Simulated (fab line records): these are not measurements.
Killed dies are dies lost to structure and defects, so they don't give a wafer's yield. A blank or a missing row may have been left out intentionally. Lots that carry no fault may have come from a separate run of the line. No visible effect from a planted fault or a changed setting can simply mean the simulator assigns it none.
Which tool is to blame? / flow berkeley_cmos170 / 14 lots, 42 wafers sampled, at 6 steps of a route of 331

== WHAT THE GAUGES READ, wafer by wafer ==
UCB170_NWELL_THK_MEAS_05. Usual: for NWELL_NITRIDE_THK the level is 223.1 nm and the standard deviation is 2.9.
lot=L248; measured=day 2 07:55; on=film_metro-03; NWELL_NITRIDE_THK (nm)=225.0 226.3 224.4; flag=
lot=L250; measured=day 2 22:07; on=film_metro-04; NWELL_NITRIDE_THK (nm)=229.5 229.5 229.2; flag=
lot=L251; measured=day 3 02:41; on=film_metro-02; NWELL_NITRIDE_THK (nm)=219.2 220.0 221.1; flag=
lot=L252; measured=day 3 08:43; on=film_metro-03; NWELL_NITRIDE_THK (nm)=224.1 224.5 223.9; flag=
lot=L256; measured=day 4 02:13; on=film_metro-03; NWELL_NITRIDE_THK (nm)=227.2 228.7 227.1; flag=
lot=L260; measured=day 5 01:42; on=film_metro-03; NWELL_NITRIDE_THK (nm)=350.0 350.2 351.7; flag=OFF
lot=L261; measured=day 5 01:42; on=film_metro-04; NWELL_NITRIDE_THK (nm)=356.1 353.0 355.0; flag=OFF
lot=L262; measured=day 5 08:17; on=film_metro-04; NWELL_NITRIDE_THK (nm)=221.5 219.4 221.2; flag=
lot=L263; measured=day 5 08:17; on=film_metro-02; NWELL_NITRIDE_THK (nm)=217.9 216.8 218.3; flag=
lot=L264; measured=day 5 14:02; on=film_metro-02; NWELL_NITRIDE_THK (nm)=220.0 221.0 219.6; flag=
lot=L266; measured=day 6 04:50; on=film_metro-02; NWELL_NITRIDE_THK (nm)=221.8 221.9 221.2; flag=
lot=L267; measured=day 6 04:50; on=film_metro-04; NWELL_NITRIDE_THK (nm)=225.1 224.5 223.3; flag=
lot=L268; measured=day 6 10:33; on=film_metro-02; NWELL_NITRIDE_THK (nm)=220.5 220.4 219.4; flag=
lot=L269; measured=day 6 10:35; on=film_metro-02; NWELL_NITRIDE_THK (nm)=221.3 224.0 222.6; flag=

UCB170_PWELL_THK_MEAS_06. Usual: for PWELL_NITRIDE_THK the level is 219.4 nm and the standard deviation is 2.4.
lot=L248; measured=day 3 09:09; on=film_metro-04; PWELL_NITRIDE_THK (nm)=219.5 221.3 221.5; flag=
lot=L250; measured=day 3 17:43; on=film_metro-01; PWELL_NITRIDE_THK (nm)=222.5 223.2 225.3; flag=
lot=L251; measured=day 4 01:29; on=film_metro-02; PWELL_NITRIDE_THK (nm)=215.2 216.4 214.6; flag=
lot=L252; measured=day 4 01:31; on=film_metro-04; PWELL_NITRIDE_THK (nm)=217.0 218.3 216.9; flag=
lot=L256; measured=day 5 00:41; on=film_metro-02; PWELL_NITRIDE_THK (nm)=211.6 212.4 214.2; flag=
lot=L262; measured=day 6 01:58; on=film_metro-02; PWELL_NITRIDE_THK (nm)=220.4 223.4 221.0; flag=
lot=L263; measured=day 6 01:58; on=film_metro-04; PWELL_NITRIDE_THK (nm)=221.0 221.9 221.5; flag=
lot=L264; measured=day 6 06:14; on=film_metro-02; PWELL_NITRIDE_THK (nm)=216.1 217.9 215.7; flag=
lot=L266; measured=day 6 23:10; on=film_metro-01; PWELL_NITRIDE_THK (nm)=219.0 217.6 217.6; flag=
lot=L267; measured=day 6 23:10; on=film_metro-02; PWELL_NITRIDE_THK (nm)=219.9 219.2 218.2; flag=
lot=L268; measured=day 7 05:46; on=film_metro-04; PWELL_NITRIDE_THK (nm)=220.3 219.7 219.3; flag=
lot=L269; measured=day 7 05:45; on=film_metro-01; PWELL_NITRIDE_THK (nm)=221.9 221.7 221.4; flag=

UCB170_ACTIVE_CD_MEAS_90 targets a cd of 1200 nm. Usual: 1199.7 nm for cd_nm, sd 1.4.
lot=L248; measured=day 5 00:47; on=cd_sem-01; cd_nm (nm)=1199.7 1197.4 1198.7; flag=
lot=L250; measured=day 5 04:59; on=cd_sem-02; cd_nm (nm)=1201.0 1200.6 1200.7; flag=
lot=L251; measured=day 5 04:42; on=cd_sem-02; cd_nm (nm)=1200.0 1198.6 1199.1; flag=
lot=L252; measured=day 5 04:28; on=cd_sem-02; cd_nm (nm)=1199.8 1200.0 1201.0; flag=
lot=L256; measured=day 6 10:32; on=cd_sem-02; cd_nm (nm)=1199.1 1199.8 1199.6; flag=
lot=L262; measured=day 7 08:43; on=cd_sem-01; cd_nm (nm)=1197.0 1197.7 1198.0; flag=
lot=L263; measured=day 7 08:29; on=cd_sem-02; cd_nm (nm)=1198.8 1198.7 1199.8; flag=
lot=L264; measured=day 7 12:55; on=cd_sem-01; cd_nm (nm)=1199.8 1199.6 1200.0; flag=
lot=L266; measured=day 8 08:00; on=cd_sem-02; cd_nm (nm)=1200.0 1200.1 1200.9; flag=
lot=L267; measured=day 8 08:31; on=cd_sem-02; cd_nm (nm)=1202.2 1201.3 1201.9; flag=
lot=L268; measured=day 8 15:29; on=cd_sem-01; cd_nm (nm)=1199.3 1199.3 1199.0; flag=
lot=L269; measured=day 8 15:59; on=cd_sem-02; cd_nm (nm)=1202.0 1201.7 1201.0; flag=

UCB170_FIELD_THK_MEAS_02. Usual: for FIELD_OXIDE_THK the level is 557 nm and the standard deviation is 10.
lot=L248; measured=day 5 10:52; on=film_metro-01; FIELD_OXIDE_THK (nm)=564 567 565; flag=
lot=L250; measured=day 5 10:55; on=film_metro-01; FIELD_OXIDE_THK (nm)=565 569 565; flag=
lot=L251; measured=day 5 10:55; on=film_metro-02; FIELD_OXIDE_THK (nm)=573 572 562; flag=
lot=L252; measured=day 5 10:52; on=film_metro-02; FIELD_OXIDE_THK (nm)=572 573 575; flag=
lot=L256; measured=day 6 20:05; on=film_metro-02; FIELD_OXIDE_THK (nm)=540 553 550; flag=
lot=L262; measured=day 7 18:21; on=film_metro-01; FIELD_OXIDE_THK (nm)=559 550 551; flag=
lot=L263; measured=day 7 15:24; on=film_metro-01; FIELD_OXIDE_THK (nm)=556 554 556; flag=
lot=L264; measured=day 7 22:41; on=film_metro-04; FIELD_OXIDE_THK (nm)=553 556 561; flag=
lot=L266; measured=day 8 16:20; on=film_metro-02; FIELD_OXIDE_THK (nm)=552 554 543; flag=
lot=L267; measured=day 8 16:20; on=film_metro-01; FIELD_OXIDE_THK (nm)=534 537 547; flag=
lot=L268; measured=day 9 02:08; on=film_metro-02; FIELD_OXIDE_THK (nm)=563 553 554; flag=
lot=L269; measured=day 9 02:07; on=film_metro-01; FIELD_OXIDE_THK (nm)=562 560 549; flag=

== WHAT TOOL EACH LOT RAN ON (gives the tool, then ch and the chambers of the sampled wafers, and finally the start) ==
lot=L248; UCB170_NWELL_CVD_04=lpcvd-01 ch 0, day 2 05:58; UCB170_NWELL_ETCH_13=rie_diel-04 ch 0,1,3, day 2 10:29
lot=L250; UCB170_NWELL_CVD_04=lpcvd-01 ch 1, day 2 20:10; UCB170_NWELL_ETCH_13=rie_diel-02 ch 1,3, day 2 23:14
lot=L251; UCB170_NWELL_CVD_04=lpcvd-02 ch 0, day 3 00:46; UCB170_NWELL_ETCH_13=rie_diel-02 ch 0,2, day 3 03:49
lot=L252; UCB170_NWELL_CVD_04=lpcvd-01 ch 0, day 3 06:46; UCB170_NWELL_ETCH_13=rie_diel-04 ch 1,2,3, day 3 10:36
lot=L256; UCB170_NWELL_CVD_04=lpcvd-01 ch 1, day 4 00:14; UCB170_NWELL_ETCH_13=rie_diel-04 ch 0,1,3, day 4 05:10
lot=L260; UCB170_NWELL_CVD_04=lpcvd-01 ch 0, day 4 23:46; UCB170_NWELL_ETCH_13=rie_diel-03 ch 0,1,2, day 5 03:31
lot=L261; UCB170_NWELL_CVD_04=lpcvd-01 ch 1, day 4 23:46; UCB170_NWELL_ETCH_13=rie_diel-02 ch 0,1,2, day 5 03:58
lot=L262; UCB170_NWELL_CVD_04=lpcvd-02 ch 0, day 5 06:21; UCB170_NWELL_ETCH_13=rie_diel-03 ch 0,1,2, day 5 09:13
lot=L263; UCB170_NWELL_CVD_04=lpcvd-02 ch 0, day 5 06:21; UCB170_NWELL_ETCH_13=rie_diel-04 ch 0,1, day 5 09:28
lot=L264; UCB170_NWELL_CVD_04=lpcvd-02 ch 0, day 5 12:06; UCB170_NWELL_ETCH_13=rie_diel-04 ch 0,1,3, day 5 15:06
lot=L266; UCB170_NWELL_CVD_04=lpcvd-02 ch 0, day 6 02:55; UCB170_NWELL_ETCH_13=rie_diel-03 ch 0,3, day 6 06:46
lot=L267; UCB170_NWELL_CVD_04=lpcvd-02 ch 0, day 6 02:55; UCB170_NWELL_ETCH_13=rie_diel-02 ch 0,1,3, day 6 07:46
lot=L268; UCB170_NWELL_CVD_04=lpcvd-02 ch 1, day 6 08:29; UCB170_NWELL_ETCH_13=rie_diel-03 ch 0,1,3, day 6 12:46
lot=L269; UCB170_NWELL_CVD_04=lpcvd-02 ch 1, day 6 08:29; UCB170_NWELL_ETCH_13=rie_diel-04 ch 0,1,2, day 6 13:02
- UCB170_NWELL_CVD_04: deposits Si3N4 from SiH2Cl2/NH3, target thk 224 nm, time 3360 s.
- UCB170_NWELL_ETCH_13: etches Si3N4 in CH3F/Ar/O2, stops on SiO2, target depth 246.4 nm, time 154 s.

== AS READ BY THE TOOLS THEMSELVES (means over the sampled wafers that have a number; for cases with no such wafer, the mark the record gives instead) ==
UCB170_NWELL_ETCH_13. Usual: chamber_pressure_mTorr 50.00 mTorr, standard deviation 0.047; drypump_motor_current_A 5.5 A, standard deviation 0.48; oes_product_au 0.943 a.u., standard deviation 0.015; throttle_valve_pct 8.02 %, standard deviation 0.12.
lot=L248; tool=rie_diel-04; chamber_pressure_mTorr (mTorr)=50.00; drypump_motor_current_A (A)=5.9; oes_product_au (a.u.)=0.940; throttle_valve_pct (%)=7.98; flag=
lot=L250; tool=rie_diel-02; chamber_pressure_mTorr (mTorr)=50.00; drypump_motor_current_A (A)=5.9; oes_product_au (a.u.)=0.971; throttle_valve_pct (%)=8.08; flag=
lot=L251; tool=rie_diel-02; chamber_pressure_mTorr (mTorr)=50.02; drypump_motor_current_A (A)=5.6; oes_product_au (a.u.)=0.923; throttle_valve_pct (%)=8.02; flag=
lot=L252; tool=rie_diel-04; chamber_pressure_mTorr (mTorr)=50.02; drypump_motor_current_A (A)=5.5; oes_product_au (a.u.)=0.944; throttle_valve_pct (%)=7.90; flag=
lot=L256; tool=rie_diel-04; chamber_pressure_mTorr (mTorr)=50.02; drypump_motor_current_A (A)=5.8; oes_product_au (a.u.)=0.948; throttle_valve_pct (%)=7.97; flag=
lot=L260; tool=rie_diel-03; chamber_pressure_mTorr (mTorr)=49.95; drypump_motor_current_A (A)=5.0; oes_product_au (a.u.)=1.004; throttle_valve_pct (%)=8.06; flag=OFF
lot=L261; tool=rie_diel-02; chamber_pressure_mTorr (mTorr)=49.97; drypump_motor_current_A (A)=5.5; oes_product_au (a.u.)=0.993; throttle_valve_pct (%)=8.06; flag=OFF
lot=L262; tool=rie_diel-03; chamber_pressure_mTorr (mTorr)=49.99; drypump_motor_current_A (A)=5.0; oes_product_au (a.u.)=0.939; throttle_valve_pct (%)=8.07; flag=
lot=L263; tool=rie_diel-04; chamber_pressure_mTorr (mTorr)=50.02; drypump_motor_current_A (A)=5.6; oes_product_au (a.u.)=0.921; throttle_valve_pct (%)=8.00; flag=
lot=L264; tool=rie_diel-04; chamber_pressure_mTorr (mTorr)=49.96; drypump_motor_current_A (A)=5.8; oes_product_au (a.u.)=0.928; throttle_valve_pct (%)=7.97; flag=
lot=L266; tool=rie_diel-03; chamber_pressure_mTorr (mTorr)=49.99; drypump_motor_current_A (A)=5.4; oes_product_au (a.u.)=0.951; throttle_valve_pct (%)=8.05; flag=
lot=L267; tool=rie_diel-02; chamber_pressure_mTorr (mTorr)=50.02; drypump_motor_current_A (A)=5.5; oes_product_au (a.u.)=0.948; throttle_valve_pct (%)=8.07; flag=
lot=L268; tool=rie_diel-03; chamber_pressure_mTorr (mTorr)=49.96; drypump_motor_current_A (A)=5.4; oes_product_au (a.u.)=0.936; throttle_valve_pct (%)=8.01; flag=
lot=L269; tool=rie_diel-04; chamber_pressure_mTorr (mTorr)=49.98; drypump_motor_current_A (A)=5.6; oes_product_au (a.u.)=0.945; throttle_valve_pct (%)=8.04; flag=

== THE ANSWER, worked out from the rows above alone ==
Rule: a lot is off if the mean of its wafers that have a number lies more than 3 standard deviations from the usual mean. A lot without any number at a reading at which 4 lots or more have one is off too. The other lots that the step has rows for count as sound. The gauges are gone through in route order, then the tools' own readings, and for those a lot's mean is taken as printed above. The first step at which some lot is off is used, and at that step the reading that is off furthest; a lot without a number counts as furthest.
Off: L260, L261, at UCB170_NWELL_THK_MEAS_05 (NWELL_NITRIDE_THK).
If a tool, at a process step before that reading, ran all the lots that are off and no sound lot after the first of them, it fits. Not tried: the gauges at UCB170_NWELL_THK_MEAS_05; whatever is off there is also off at UCB170_NWELL_ETCH_13, on other tools, and gauge error can't account for it. One candidate fits, namely lpcvd-01 at UCB170_NWELL_CVD_04. Its last sound lot is L256 (day 4 00:14), its first lot that is off L260 (day 4 23:46): a fault that began between those two fits.

== WHAT THE SIMULATOR HAD PUT IN ==
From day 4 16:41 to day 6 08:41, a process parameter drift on lpcvd-01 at UCB170_NWELL_CVD_04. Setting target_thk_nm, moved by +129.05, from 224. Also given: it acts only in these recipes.
Shown lots that were struck: L260, L261. Same finding as the rule above.
